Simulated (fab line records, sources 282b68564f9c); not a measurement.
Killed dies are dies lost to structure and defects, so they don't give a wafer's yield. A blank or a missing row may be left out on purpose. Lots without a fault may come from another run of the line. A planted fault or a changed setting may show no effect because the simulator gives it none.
fab line records | flow rit_cmos
record lots=15 wafers=45 last_day=8
route steps=202 shown NLDD@112 PLDD@124
lots that met no fault: from a run of the same line without faults
start_h: hours from the record's first day to the start of the lot's first wafer shown | wait_h: hours since the lot's step before | " the same as in the row above | L1.1+2: a row that stands for several wafers | - no value, or no start given | * or withheld: withheld | < > ~ a bound
route shown NAME@n: a module of which the file shows steps, and the number in the route of the first | usual: mean/standard deviation of fault-free wafers | same: alike in all rows | chamber/n: place in a boat | sites: the reading at each site | _std_site: their standard deviation | _edge_site: outer sites' mean less inner sites' | radius_mm: how far each site lies from the wafer's centre | mask NAME#n: copy n | behind: the tool/chamber that last shaped the wafer | hold: why the lot was held/for how many hours/how that ended | device: the transistor (n, p or np) that didn't switch | end of line: the same wafers' tests at the end of the route | a step without rows: its recipe alone | killed: dies lost to structure and defects at the first sort, not the wafer's yield | map: a wafer's dies, x killed, . not, _ none there
set.NAME: the setting as run; set.NAME@STEP: as run at that earlier step | model.NAME: the simulator's own value behind a step, which no gauge read
steps of the route over a sample of lots; a table a step, a row a wafer
services: from which hour (start_h, from the record's first day; less than 0 if before it) a tool's chamber was out of use, for how many hours, and why
## steps
# step RIT_NLDD_STRIP_09
# recipe chemistry=O2 time_s=180 resist=NOVOLAK platen_temp_c=withheld power_w=500 pressure_mtorr=4000 o2_flow_sccm=4000
# usual chamber_pressure_mTorr=4000/3.6 drypump_motor_current_A=6.0/0.31
# columns lot.wafer tool chamber start_h wait_h chamber_pressure_mTorr drypump_motor_current_A rf_hours_counter_h
L760.1 plasma_asher-04 0 56.56 0.1 3999 6.2 41
L760.3 " 0 " " 4007 6.2 -
L760.4 " 1 " " 4002 6.0 -
L761.1 plasma_asher-03 0 60.82 0.1 4000 5.6 41
L761.3 " 0 " " 4005 5.6 -
L761.5 " 1 " " 4005 6.4 -
L764.2 plasma_asher-01 1 77.11 0.1 4000 5.6 30
L764.3 " 1 " " 3998 5.6 -
L764.5 " 1 " " 3995 5.6 -
L765.1 plasma_asher-04 1 81.94 0.1 3999 6.0 44
L765.4 " 0 " " 4000 6.2 -
L765.5 " 1 " " 4004 6.0 -
L766.2 plasma_asher-04 0 88.93 0.1 3996 6.3 44
L766.4 " 0 " " 4007 6.2 -
L766.6 " 1 " " 4000 6.0 -
L771.1 plasma_asher-01 0 109.18 0.1 3996 6.2 33
L771.4 " 1 " " 3999 5.6 -
L771.6 " 1 " " 3994 5.7 -
L773.3 plasma_asher-03 0 117.70 0.1 - - -
L773.5 " 1 " " - - -
L773.6 " 0 " " - - -
L774.1 plasma_asher-01 0 124.95 0.1 - - -
L774.3 " 0 " " - - -
L774.5 " 0 " " - - -
L775.4 plasma_asher-01 0 127.32 0.1 - - -
L775.5 " 0 " " - - -
L775.6 " 1 " " - - -
L776.4 plasma_asher-03 0 127.87 0.1 4003 5.6 -
L776.5 " 1 " " 4000 6.4 -
L776.6 " 0 " " 3994 5.6 -
L778.1 plasma_asher-01 1 141.31 0.1 3995 5.6 37
L778.2 " 0 " " 3998 6.1 37
L778.3 " 0 " " 3997 6.2 -
L779.2 plasma_asher-01 0 163.09 0.1 3997 6.2 38
L779.3 " 0 " " 4004 6.2 -
L779.5 " 1 " " 3999 5.6 -
L781.4 plasma_asher-03 0 163.23 0.1 3994 5.6 -
L781.5 " 1 " " 3999 6.4 -
L781.6 " 0 " " 3996 5.6 -
L780.2 plasma_asher-04 1 163.34 0.1 3997 6.0 4
L780.4 " 0 " " 4005 6.2 -
L780.5 " 1 " " 3996 6.0 -
L782.2 plasma_asher-03 0 172.19 0.1 3997 5.6 53
L782.3 " 1 " " 4003 6.4 -
L782.4 " 0 " " 4010 5.6 -
# step RIT_PLDD_TW_MEAS_10
# usual PLDD_TW=2338/22
# columns lot.wafer tool chamber start_h wait_h PLDD_TW
L760.1 film_metro-01 - 58.28 0.1 2363
L760.3 " - " " 2351
L760.4 " - " " 2362
L761.1 film_metro-02 - 62.60 0.1 2311
L761.3 " - " " 2292
L761.5 " - " " 2298
L764.2 film_metro-01 - 78.72 0.1 2365
L764.3 " - " " 2360
L764.5 " - " " 2353
L765.1 film_metro-02 - 83.75 0.1 2307
L765.4 " - " " 2298
L765.5 " - " " 2309
L766.2 film_metro-04 - 90.66 0.1 2336
L766.4 " - " " 2341
L766.6 " - " " 2335
L771.1 film_metro-02 - 110.93 0.1 2302
L771.4 " - " " 2298
L771.6 " - " " 2301
L773.3 film_metro-01 - 119.26 0.1 30
L773.5 " - " " 30
L773.6 " - " " 30
L774.1 film_metro-01 - 126.67 0.1 30
L774.3 " - " " 30
L774.5 " - " " 30
L775.4 film_metro-02 - 129.01 0.1 29
L775.5 " - " " 29
L775.6 " - " " 30
L776.4 film_metro-04 - 129.57 0.1 2341
L776.5 " - " " 2344
L776.6 " - " " 2338
L778.1 film_metro-02 - 143.15 0.1 2305
L778.2 " - " " 2313
L778.3 " - " " 2312
L779.2 film_metro-02 - 164.82 0.1 2315
L779.3 " - " " 2303
L779.5 " - " " 2311
L781.4 film_metro-01 - 165.09 0.1 2367
L781.5 " - " " 2355
L781.6 " - " " 2347
L780.2 film_metro-01 - 165.31 0.1 2348
L780.4 " - " " 2355
L780.5 " - " " 2351
L782.2 film_metro-04 - 173.80 0.1 2327
L782.3 " - " " 2332
L782.4 " - " " 2325
## services
# columns tool chamber start_h hours kind
plasma_asher-04 - 45.85 1.2 repair
plasma_asher-04 - 108.75 9.0 pm
plasma_asher-04 0 108.75 9.0 vent_cycle
plasma_asher-04 1 108.75 9.0 vent_cycle
plasma_asher-04 0 117.75 - clean
plasma_asher-04 1 117.75 - clean
## key
first_sign step=RIT_NLDD_STRIP_09 reading=tool_record direction=missing
effect step=RIT_PLDD_TW_MEAS_10 reading=PLDD_TW direction=down sigmas=99+ usual=2338 struck=30
met_at RIT_NLDD_STRIP_09
struck_lots L773,L774,L775
sort_left_out L773.3,L773.5,L773.6,L774.1,L774.3,L774.5,L775.4,L775.5,L775.6
tester_left_out L773,L774,L775
onset_between 109.18 117.70
fault kind=skipped_step_whole tool=plasma_asher-01,plasma_asher-03 chamber=- onset_h=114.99 steps=RIT_NLDD_STRIP_09 scope=struck_lots_only
# tester_left_out: of these lots the tester's yield and bins aren't shown, on N5 and GAA mostly nor the transistor test; their killed dies are dies lost to structure and defects alone, not to doping, threshold or leakage, so they don't give the yield
# sort_left_out: the simulated sort isn't trusted on such a fault, so these wafers' sort isn't shown, and their yield isn't known
